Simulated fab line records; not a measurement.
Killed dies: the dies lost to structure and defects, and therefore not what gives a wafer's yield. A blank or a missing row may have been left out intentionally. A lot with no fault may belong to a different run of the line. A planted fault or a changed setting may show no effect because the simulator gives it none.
A struck lot beside a sound one | flow rit cmos | 20 out of 202 route steps
Sound: these wafers, L520.2, L520.4, L520.6. Wafers L534.1, L534.3, L534.5 were the ones struck. The cause is given at the end.
Order at every step that has rows: each side's tool, ch and its chambers, its first start. Under that, the readings that differ: sound wafers | struck wafers | difference of the means | sigmas: that difference in standard deviations of wafers without a fault.
alike: a reading whose means differ by less than 2 such deviations, as well as words and numbers matching on both sides. not compared: withheld readings; readings where some wafer has no value; bounds like >300 that might hide an equal value; numbers whose values overlap and for which the record gives no deviation.
Wherever a step has rows on one side only, a row that says differs or no value, or a row with sigmas, the two part there. Non-overlapping numbers with no deviation appear without sigmas and do not part them. Lack of a reading on every wafer of one side parts them only where that side has two or more wafers.

first, 2 steps without rows for these wafers: RIT_PWELL_HARDBAKE_07 (time 120 s); RIT_PWELL_IMPLANT_08.
RIT_PWELL_STRIP_09: strips in O2, time 180 s.
  sound on plasma asher-03 ch 0, day 3 08:34; struck on plasma asher-03 ch 0, day 6 06:23
  alike: drypump motor current A
  not compared: rf hours counter h
RIT_PWELL_TW_MEAS_10:
  struck on film metro-02, day 6 06:34; sound on film metro-03, day 3 08:45
  alike: PWELL_TW
then, 1 step without rows for these wafers: RIT_WELLDRIVE_ANNEAL_00 (time 14700 s).
RIT_WELLDRIVE_RS_MEAS_01: uses a four-point probe to measure.
  struck on film metro-02, day 6 12:18; sound on film metro-02, day 3 14:25
  alike: NWELL_RS
RIT_WELLDRIVE_RS_MEAS_02: uses a four-point probe to measure.
  struck on film metro-02, day 6 12:25; sound on film metro-02, day 3 14:32
  alike: PWELL_RS
then, 5 steps without rows for these wafers: RIT_NRETRO_HMDS_00 (prime time 60 s); RIT_NRETRO_COAT_01 (resist thk 1300 nm); RIT_NRETRO_SOFTBAKE_02 (time 60 s); RIT_NRETRO_EXPOSE_03 (exposes mask M4, target cd 43900 nm); RIT_NRETRO_PEB_04.
RIT_NRETRO_DEVELOP_05: develop time 68 s.
  sound on litho track-03 ch 0, day 3 15:00; struck on litho track-03 ch 0, day 6 13:00
RIT_NRETRO_OVL_MEAS_06:
  struck on overlay-01, day 6 13:41; sound on overlay-02, day 3 15:31
  alike: NRETRO_OVL
then, 2 steps without rows for these wafers: RIT_NRETRO_HARDBAKE_07 (time 120 s); RIT_NRETRO_IMPLANT_08.
RIT_NRETRO_STRIP_09: strips in O2, time 180 s.
  sound on plasma asher-01 ch 0,1, day 3 15:56; struck on plasma asher-02 ch 1, day 6 14:08
  alike: drypump motor current A
  not compared: rf hours counter h
RIT_NRETRO_TW_MEAS_10:
  struck on film metro-02, day 6 14:18; sound on film metro-04, day 3 16:08
  reading   | sound          | struck      | difference | sigmas
  NRETRO_TW | 1060 1063 1051 | 229 229 230 | -829       | -99 or more
then, 1 step without rows for these wafers: RIT_PRETRO_HMDS_00 (prime time 60 s).
RIT_M1_PROBE_99:
  the record has rows for the sound wafers here (prober-01, day 4 23:22) and none for the struck ones

== WHERE THEY PART ==
Earliest at RIT_NRETRO_TW_MEAS_10; latest, in this record, at RIT_M1_PROBE_99.

WHY: what had been put in by the simulator
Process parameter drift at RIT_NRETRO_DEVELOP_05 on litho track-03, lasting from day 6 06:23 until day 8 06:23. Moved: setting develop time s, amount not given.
